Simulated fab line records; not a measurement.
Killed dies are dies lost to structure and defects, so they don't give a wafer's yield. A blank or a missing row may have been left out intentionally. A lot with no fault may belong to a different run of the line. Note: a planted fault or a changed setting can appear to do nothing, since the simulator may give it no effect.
Comparing a struck lot with a sound one -- flow berkeley_cmos170 -- 15 steps out of a route of 331
Sound: these wafers, L848.1, L848.2, L848.4. Wafers struck: L852.1, L852.3, L852.6. Last of all comes the cause.
Order at every step that has rows: each side's tool, ch and its chambers, its first start. Under that, the readings that differ: sound wafers -- struck wafers -- difference of the means -- sigmas: that difference in standard deviations of wafers without a fault.
alike: words and numbers the same on both sides, and readings whose means are apart by under 2 such deviations; not compared: readings that were withheld, readings missing a value for some wafer, numbers with overlapping values and no deviation given by the record, and bounds like >300 which may hide the same value.
A row with sigmas, a row that says differs or no value, or rows on one side alone: a step with any of these is where the two part. When numbers do not overlap yet have no deviation, they are printed without sigmas and do not part them. A reading that every wafer of one side lacks parts them only if that side has two wafers or more.

UCB170_GATE_STRIP_16: strips in O2.
  sound on plasma_asher-04 ch 0,1, day 6 06:20; struck on plasma_asher-02 ch 0,1, day 7 10:41
  alike: drypump_motor_current_A, oes_product_au
  not compared: rf_hours_counter_h
UCB170_GATE_CD_MEAS_90 targets a cd of 350 nm.
  sound on cd_sem-01 at day 6 06:29; struck on cd_sem-02 at day 7 10:49
  alike: cd_nm
then, 7 steps without rows for these wafers: UCB170_GATE_CLEAN_17 (cleans in SPM, time 600 s); UCB170_PLDD_HMDS_00 (prime time 60 s); UCB170_PLDD_COAT_01 (resist thk 900 nm); UCB170_PLDD_SOFTBAKE_02 (time 60 s); UCB170_PLDD_EXPOSE_03 (exposes mask PSELECT, target cd 1200 nm); UCB170_PLDD_PEB_04; UCB170_PLDD_DEVELOP_05 (develop time 45 s).
UCB170_PLDD_CD_MEAS_06 targets a cd of 1200 nm.
  sound on cd_sem-02 at day 6 07:53; struck on cd_sem-02 at day 7 12:57
  alike: cd_nm
UCB170_PLDD_OVL_MEAS_07:
  sound on overlay-02 at day 6 08:01; struck on overlay-01 at day 7 13:04
reading,sound,struck,difference,sigmas
PLDD_OVL (nm),-12 -11 -8,1 1 1,+11,+2
then, 1 step without rows for these wafers: UCB170_PLDD_IMPLANT_08.
UCB170_PLDD_IMPLANT_09:
  sound on implanter-02 ch 0, day 6 08:11; struck on implanter-02 ch 0, day 7 13:16
reading,sound,struck,difference,sigmas
beam_energy_keV,10.004 10.005 10.000,10.220 10.222 10.223,+0.219,+62
model.implant.drp_nm (nm),6.005 6.005 6.005,6.096 6.096 6.096,+0.091,
UCB170_PLDD_STRIP_10: strips in O2.
  sound on plasma_asher-02 ch 0,1, day 6 08:20; struck on plasma_asher-02 ch 0,1, day 7 13:25
  alike: drypump_motor_current_A, oes_product_au, strip_time_to_endpoint_s
  not compared: rf_hours_counter_h
then, 1 step without rows for these wafers: UCB170_M3_PROBE_99.

== WHERE THEY PART ==
Last at UCB170_PLDD_IMPLANT_09 as far as this record goes, first at UCB170_PLDD_OVL_MEAS_07. Later steps at which nothing parts them and some readings are alike: UCB170_PLDD_STRIP_10.

WHY: the cause the simulator had injected
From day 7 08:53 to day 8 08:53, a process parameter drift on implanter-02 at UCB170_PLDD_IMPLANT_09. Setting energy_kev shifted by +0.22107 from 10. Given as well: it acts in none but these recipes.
